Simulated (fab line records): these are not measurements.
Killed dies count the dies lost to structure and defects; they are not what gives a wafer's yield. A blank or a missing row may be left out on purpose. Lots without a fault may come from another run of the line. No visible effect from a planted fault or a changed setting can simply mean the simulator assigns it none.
Which tool was responsible? | flow ritCmos | Sampling: 15 lots, 45 wafers, 4 of 202 route steps

WHAT EACH GAUGE READ, for each wafer
RIT_FOX1_THK_MEAS_01.
lot  | measured    | on           | FOX1_OXIDE_THK (nm)
L628 | day 1 20:17 | filmMetro-02 | 352 349 348
L630 | day 2 03:07 | filmMetro-03 | 360 351 357
L631 | day 2 09:28 | filmMetro-01 | 350 350 351
L634 | day 3 00:13 | filmMetro-01 | 337 340 342
L635 | day 3 05:33 | filmMetro-03 | 355 350 357
L636 | day 3 10:22 | filmMetro-03 | 361 354 355
L637 | day 3 14:32 | filmMetro-03 | 346 346 353
L639 | day 4 02:20 | filmMetro-02 | 341 345 346
L640 | day 4 06:14 | filmMetro-03 | 345 345 345
L641 | day 4 11:24 | filmMetro-02 | 357 358 356
L643 | day 4 20:46 | filmMetro-02 | 356 353 355
L644 | day 5 02:42 | filmMetro-01 | 357 359 355
L645 | day 5 08:50 | filmMetro-03 | 353 357 356
L650 | day 6 09:22 | filmMetro-02 | 350 344 342
L651 | day 6 15:15 | filmMetro-03 | 342 344 341

RIT_PRETRO_OVL_MEAS_06.
lot  | measured    | on         | PRETRO_OVL (nm)
L628 | day 2 10:59 | overlay-02 | -0.8 -0.1 -1.3
L630 | day 2 17:22 | overlay-01 | 0.8 0.2 0.0
L631 | day 2 22:55 | overlay-02 | -3.3 -3.0 -1.6
L634 | day 3 14:45 | overlay-02 | 0.0 1.6 -0.6
L635 | day 3 19:44 | overlay-02 | 0.4 0.2 0.1
L636 | day 4 00:54 | overlay-01 | -0.6 -1.2 0.0
L637 | day 4 04:05 | overlay-01 | 1.8 1.2 -0.9
L639 | day 4 16:07 | overlay-01 | -0.3 1.5 -0.2
L640 | day 4 21:19 | overlay-02 | 1.3 2.5 3.9
L641 | day 5 00:59 | overlay-02 | 0.5 -0.3 0.7
L643 | day 5 11:41 | overlay-02 | 1.1 0.4 1.8
L644 | day 5 16:43 | overlay-02 | -1.0 -1.3 1.3
L645 | day 5 23:07 | overlay-01 | 0.2 -0.2 -0.5
L650 | day 7 03:22 | overlay-02 | 0.5 0.7 0.8
L651 | day 7 21:05 | overlay-02 | -0.1 0.5 0.3

RIT_CONTACT_THK_MEAS_01.
lot  | measured    | on           | CONTACT_TEOS_THK (nm)
L628 | day 3 07:13 | filmMetro-01 | 404 408 405
L630 | day 3 14:26 | filmMetro-01 | 394 404 401
L631 | day 3 19:49 | filmMetro-01 | 403 396 404
L634 | day 4 11:23 | filmMetro-04 | 399 406 405
L635 | day 4 18:13 | filmMetro-01 | 396 403 404
L636 | day 4 20:35 | filmMetro-04 | 395 402 406
L637 | day 4 23:56 | filmMetro-03 | 400 405 407
L639 | day 5 15:56 | filmMetro-04 | 398 403 413
L640 | day 5 18:59 | filmMetro-01 | 405 400 410
L641 | day 5 21:08 | filmMetro-03 | 397 394 399
L643 | day 6 07:49 | filmMetro-04 | 397 394 402
L644 | day 6 14:40 | filmMetro-04 | 394 402 401
L645 | day 7 04:10 | filmMetro-01 | 403 412 407
L650 | day 8 16:52 | filmMetro-01 | 394 402 404
L651 | day 9 01:45 | filmMetro-04 | 398 385 393

WHAT TOOL EACH LOT RAN ON (gives the tool, then ch and the chambers of the sampled wafers, and finally the start)
lot  | RIT_ACTIVE_SOFTBAKE_07
L628 | lithoTrack-04 ch 0, day 1 17:25
L630 | lithoTrack-01 ch 0, day 2 00:05
L631 | lithoTrack-04 ch 0, day 2 04:55
L634 | lithoTrack-01 ch 0, day 2 20:03
L635 | lithoTrack-03 ch 0, day 3 00:55
L636 | lithoTrack-04 ch 0, day 3 06:37
L637 | lithoTrack-03 ch 0, day 3 10:56
L639 | lithoTrack-01 ch 0, day 3 20:55
L640 | lithoTrack-01 ch 0, day 4 03:00
L641 | lithoTrack-01 ch 0, day 4 07:35
L643 | lithoTrack-03 ch 0, day 4 16:56
L644 | lithoTrack-01 ch 0, day 4 23:45
L645 | lithoTrack-01 ch 0, day 5 05:01
L650 | lithoTrack-03 ch 0, day 6 04:03
L651 | lithoTrack-04 ch 0, day 6 09:54
- RIT_ACTIVE_SOFTBAKE_07: time 60 s.

WHAT THE TOOLS THEMSELVES READ (means of the sampled wafers that have a number; where no wafer has one, the mark that the record gives instead)
RIT_ACTIVE_SOFTBAKE_07.
lot  | tool          | heaterPowerTotalW (W) | plateTempC (C) | resistLineTempC (C)
L628 | lithoTrack-04 | 34.58                 | 89.80          | 22.97
L630 | lithoTrack-01 | 34.52                 | 90.01          | 22.88
L631 | lithoTrack-04 | 34.55                 | 90.09          | 23.02
L634 | lithoTrack-01 | 34.59                 | 90.01          | 23.12
L635 | lithoTrack-03 | 34.48                 | 90.13          | 23.06
L636 | lithoTrack-04 | 34.56                 | 90.00          | 22.96
L637 | lithoTrack-03 | 34.53                 | 90.04          | 22.90
L639 | lithoTrack-01 | 34.56                 | 89.97          | 22.85
L640 | lithoTrack-01 | 34.52                 | 90.03          | 23.01
L641 | lithoTrack-01 | 35.30                 | 91.37          | 23.18
L643 | lithoTrack-03 | 34.60                 | 89.97          | 23.01
L644 | lithoTrack-01 | 35.30                 | 91.35          | 23.05
L645 | lithoTrack-01 | 35.29                 | 91.13          | 22.86
L650 | lithoTrack-03 | 34.57                 | 89.90          | 23.21
L651 | lithoTrack-04 | 34.56                 | 89.93          | 22.94

THE ANSWER, worked out from the rows above alone
Rule: what is usual is taken from the lots themselves. Put in order of their means at a reading, lots are off if they are a third of the lots or fewer, leave a main group of 4 or more, and stand apart from it by a gap of 3 or more times the standard deviation of the main group's means; of several such gaps the widest counts. Not used: any main group whose means are identical at the precision the tables above print for the reading. Also off: a lot with no number at a reading for which 4 or more lots have one. The other lots that the step has rows for count as sound. The gauges are gone through in route order, then the tools' own readings, and for those a lot's mean is taken as printed above. At the first step where some lot is off, the reading lying furthest off is the one used; lots without a number count as furthest.
Off, at RIT_ACTIVE_SOFTBAKE_07 on heaterPowerTotalW: L641, L644, L645. The main group: mean 34.55 W, standard deviation 0.033.
If a tool, at that step or one of the process steps before it, ran each lot that is off and ran no sound lot following the first of them, it fits. One fits: RIT_ACTIVE_SOFTBAKE_07 on lithoTrack-01. Its last sound lot is L640 (day 4 03:00), its first lot that is off L641 (day 4 07:35): a fault that began between those two fits.
The tool's own readings at RIT_ACTIVE_SOFTBAKE_07 bear it out: on the lots that are off they differ by more than 5 times the standard deviation of the sound lots' means. heaterPowerTotalW reads 35.30 W there against 34.55 W on the sound lots; plateTempC reads 91.28 C there against 89.99 C on the sound lots.

WHAT THE SIMULATOR PUT IN
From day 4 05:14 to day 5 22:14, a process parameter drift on lithoTrack-01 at RIT_ACTIVE_SOFTBAKE_07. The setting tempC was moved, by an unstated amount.
Struck lots among those shown: L641, L644, L645. The same result came from the rule above.
